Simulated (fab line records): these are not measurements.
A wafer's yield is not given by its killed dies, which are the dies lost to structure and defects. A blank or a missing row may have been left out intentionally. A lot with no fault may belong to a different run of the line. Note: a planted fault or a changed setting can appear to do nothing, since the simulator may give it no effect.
A struck lot beside a sound one || flow rit-cmos || 17 out of 202 route steps
Sound: wafers L441.1, L441.2, L441.6. Wafers L434.3, L434.5, L434.6 were the ones struck. Last of all comes the cause.
Order at every step that has rows: each side's tool, ch and its chambers, its first start. Under that, the readings that differ: sound wafers || struck wafers || difference of the means || sigmas: that difference in standard deviations of wafers without a fault.
alike: readings whose means differ by less than 2 such deviations, and words and numbers that are the same on both sides. not compared: withheld readings, readings that some wafer has no value for, bounds like >300 that may hide the same value, and numbers for which the record gives no deviation and whose values overlap.
Wherever a step has rows on one side only, a row that says differs or no value, or a row with sigmas, the two part there. Non-overlapping numbers with no deviation appear without sigmas and do not part them. Lack of a reading on every wafer of one side parts them only where that side has two or more wafers.

first, 2 steps without rows for these wafers: RIT_NRETRO_HARDBAKE_07 (time 120 s); RIT_NRETRO_IMPLANT_08.
RIT_NRETRO_STRIP_09: strips in O2, time 180 s.
  sound on plasma-asher-03 ch 0,1, day 6 19:42; struck on plasma-asher-02 ch 0,1, day 5 08:32
  alike: drypump-motor-current-A
  not compared: rf-hours-counter-h
RIT_NRETRO_TW_MEAS_10:
  sound: film-metro-02 at day 6 19:53; struck: film-metro-03 at day 5 08:40
  alike: NRETRO_TW
then, 6 steps without rows for these wafers: RIT_PRETRO_HMDS_00 (prime time 60 s); RIT_PRETRO_COAT_01 (resist thk 1300 nm); RIT_PRETRO_SOFTBAKE_02 (time 60 s); RIT_PRETRO_EXPOSE_03 (exposes mask M5, target cd 43700 nm); RIT_PRETRO_PEB_04; RIT_PRETRO_DEVELOP_05 (develop time 68 s).
RIT_PRETRO_OVL_MEAS_06:
  sound: overlay-01 at day 6 20:49; struck: overlay-01 at day 5 09:36
  alike: PRETRO_OVL
then, 1 step without rows for these wafers: RIT_PRETRO_HARDBAKE_07 (time 120 s).
RIT_PRETRO_IMPLANT_08:
  sound on implanter-03 ch 0, day 6 21:07; struck on implanter-03 ch 0, day 5 10:14
  alike: faraday-current-uA
RIT_PRETRO_STRIP_09: strips in O2, time 180 s.
  sound on plasma-asher-02 ch 0,1, day 6 21:16; struck on plasma-asher-02 ch 0,1, day 5 10:24
  alike: drypump-motor-current-A
  not compared: rf-hours-counter-h
RIT_PRETRO_TW_MEAS_10:
  sound: film-metro-03 at day 6 21:26; struck: film-metro-03 at day 5 10:32
{"reading": "PRETRO_TW", "sound": "475.5 476.5 475.8", "struck": "592.0 593.6 591.5", "difference": "+116.4", "sigmas": "+43"}
then, 2 steps without rows for these wafers: RIT_GATE_WET_ETCH_00 (etches SiO2 in BOE, target depth 56 nm, time 60 s); RIT_M1_PROBE_99.

== WHERE THEY PART ==
Only at RIT_PRETRO_TW_MEAS_10, within this record.

WHY: what had been put in by the simulator
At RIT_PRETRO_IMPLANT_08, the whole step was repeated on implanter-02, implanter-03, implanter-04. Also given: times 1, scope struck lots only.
